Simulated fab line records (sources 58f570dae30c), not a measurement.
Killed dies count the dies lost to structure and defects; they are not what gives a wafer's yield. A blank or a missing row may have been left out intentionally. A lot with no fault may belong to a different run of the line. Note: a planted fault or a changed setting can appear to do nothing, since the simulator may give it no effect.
Lot-split experiment ; flow berkeley cmos170 ; 23 wafers read across 5 lots, on a route 331 steps long

== THE SPLIT ITSELF ==
At UCB170_M3_METAL_ETCH_18 (etches Al in Cl2/BCl3, stops on SiO2, target depth 1170 nm, time 195 s), the setting over etch frac was moved away from the recipe's 0.3 on 5 of the 23 wafers read, by -12.7% to +15.5%. For the rest of the wafers, this setting stayed at what the recipe calls for.

The split's own step is where the reading is taken.

== THE READING ==
KrF_of_M3_COAT_10.thk nm (the simulator's own value, which no gauge read), in nm, at UCB170_M3_METAL_ETCH_18 (etches Al in Cl2/BCl3, stops on SiO2, target depth 1170 nm, time 195 s). There is no usual value for it anywhere in the file. Average 211.8 nm, standard deviation 6.5 nm, over the 18 wafers here run with the recipe.

wafer;tool, chamber at the split;over etch frac as run;against the recipe;KrF_of_M3_COAT_10.thk nm, nm;against lot-mates on the recipe
L074.1;rie metal-04, 0;0.3;recipe;214.5;-
L074.2;rie metal-04, 1;0.3;recipe;200.1;-
L074.4;rie metal-04, 0;0.3;recipe;203.1;-
L074.5;rie metal-04, 0;0.3;recipe;210.7;-
L074.6;rie metal-04, 1;0.3;recipe;203.4;-
L077.1;rie metal-04, 0;0.3;recipe;217.5;-
L077.2;rie metal-04, 1;0.3465;+15.5%;184.2;-34.9
L077.3;rie metal-04, 1;0.3;recipe;216.3;-
L077.4;rie metal-04, 0;0.3;recipe;223.6;-
L077.6;rie metal-04, 1;0.3465;+15.5%;188.5;-30.6
L076.1;rie metal-03, 0;0.3;recipe;205.7;-
L076.4;rie metal-03, 1;0.3;recipe;211.7;-
L076.5;rie metal-03, 0;0.3;recipe;208.6;-
L080.1;rie metal-03, 0;0.3;recipe;212.3;-
L080.2;rie metal-03, 1;0.3;recipe;219.4;-
L080.4;rie metal-03, 0;0.3;recipe;204.9;-
L080.5;rie metal-03, 0;0.3;recipe;208.2;-
L080.6;rie metal-03, 1;0.3;recipe;218.4;-
L083.1;rie metal-02, 0;0.3;recipe;214.7;-
L083.2;rie metal-02, 1;0.2619;-12.7%;235.8;+19.1
L083.3;rie metal-02, 1;0.2619;-12.7%;237.4;+20.7
L083.4;rie metal-02, 0;0.2619;-12.7%;235.7;+19.0
L083.5;rie metal-02, 0;0.3;recipe;218.7;-

THE FIT
A straight line over all 23 wafers: KrF_of_M3_COAT_10.thk nm changes by -1.78 nm for each +1% of over etch frac; r = -0.89; the points scatter about the line by 6.1 nm.
The same after taking each lot's own level away (the mean of its wafers on the recipe; 23 wafers): -1.83 nm for each +1%; r = -0.94; scatter 4.5 nm.
On that fit, the largest move of over etch frac shifts the reading by 28 nm.
The lots' own levels span 206.36 to 219.13 nm, that is 2.0 times the standard deviation above.
Hence the lot-to-lot level has little effect on the slope; both slopes agree.
Check: with one of the wafers moved furthest among these (+15.5%) left out of the fit, the line predicts -26.8 nm for it against its lot-mates. Against them it came out at -34.9 nm.

== OTHER SPLITS ON THESE WAFERS ==
Before the reading, these wafers also passed through other splits. Each is held against what the fit with the lots' levels taken away leaves over:
other split on the same wafers;wafers away from the commonest value;r with KrF_of_M3_COAT_10.thk nm (lot level and that fit taken away)
UCB170_M2_PEB_13 peb temp c;6;-0.08
UCB170_M3_EXPOSE_12 dose mj;7;+0.21

== FILE'S OWN FIT ==
KrF_of_M3_COAT_10.thk nm changes by -1.88 nm for each +1% of over etch frac, r = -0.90.
